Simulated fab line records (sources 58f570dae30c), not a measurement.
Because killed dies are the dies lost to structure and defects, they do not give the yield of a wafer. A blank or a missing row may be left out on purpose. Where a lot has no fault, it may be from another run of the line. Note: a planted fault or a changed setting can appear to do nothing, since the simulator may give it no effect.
A struck lot beside a sound one / flow berkeley_cmos170 / 14 steps out of a route of 331
Sound: these wafers, L207.1, L207.3, L207.4. Wafers struck: L226.1, L226.2, L226.5. The cause is given at the end.
At each step with rows: each side's tool, then ch and its chambers, then its first start. Under that, the readings that differ: sound wafers / struck wafers / difference of the means / sigmas: that difference in standard deviations of wafers without a fault.
alike: readings with means less than 2 such deviations apart, plus words and numbers identical on both sides. not compared: withheld readings, readings lacking a value on some wafer, bounds such as >300 that could conceal the same value, and numbers that have no deviation in the record and whose values overlap.
Wherever a step has rows on one side only, a row that says differs or no value, or a row with sigmas, the two part there. Numbers that don't overlap but have no deviation are shown without sigmas and don't part them. Lack of a reading on every wafer of one side parts them only where that side has two or more wafers.

UCB170_PFIELD_TW_MEAS_09:
  struck on film_metro-01, day 8 14:07; sound on film_metro-02, day 4 23:25
  alike: PFIELD_TW
then, 2 steps without rows for these wafers: UCB170_FIELD_CLEAN_00 (cleans in dHF, time 7.5 s); UCB170_FIELD_OXIDATION_01 (target thk 558.3 nm, ox time 7200 s).
UCB170_FIELD_THK_MEAS_02:
  struck on film_metro-01, day 8 21:41; sound on film_metro-04, day 5 05:12
  alike: FIELD_OXIDE_THK
then, 4 steps without rows for these wafers: UCB170_FIELD_ANNEAL_03 (time 1200 s); UCB170_FIELD_WET_ETCH_04 (etches SiO2 in dHF, time 60 s); UCB170_FIELD_WET_ETCH_05 (etches Si3N4 in H3PO4, time 12600 s); UCB170_FIELD_WET_ETCH_06 (etches SiO2 in BOE, time 22 s).
UCB170_FIELD_THK_MEAS_90:
  struck on film_metro-04, day 9 05:50; sound on film_metro-03, day 5 12:47
  alike: FIELD_OXIDE_LEFT_1_THK
then, 2 steps without rows for these wafers: UCB170_SACOX_CLEAN_00 (cleans in dHF, time 7.5 s); UCB170_SACOX_OXIDATION_01 (target thk 14.4 nm, ox time 2400 s).
UCB170_SACOX_THK_MEAS_02:
  struck on film_metro-02, day 9 09:08; sound on film_metro-02, day 5 16:44
  alike: SACOX_OXIDE_THK
UCB170_SCREENOX_WET_ETCH_00: etches SiO2 in dHF, time 200 s.
  sound on wet_bench-01 ch 2, day 5 17:03; struck on wet_bench-01 ch 3, day 9 09:11
  no value came back on the struck wafers for bath_heat_duty_pct (%), run_length_s (s); on the sound wafers bath_heat_duty_pct (%) reads 7.0 5.9 5.9
reading=model.SiO2_of_SACOX_OXIDATION_01.thk_nm (nm); sound=0 0 0; struck=14.02 14.06 14.36; difference=+14.15; sigmas=
then, 1 step without rows for these wafers: UCB170_SCREENOX_OXIDATION_01 (target thk 14.4 nm, ox time 2400 s).

== WHERE THEY PART ==
Only at UCB170_SCREENOX_WET_ETCH_00, within this record.

WHY: whatever the simulator had introduced
Skipped step whole: wet_bench-01, from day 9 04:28 on, at UCB170_SCREENOX_WET_ETCH_00. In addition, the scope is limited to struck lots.
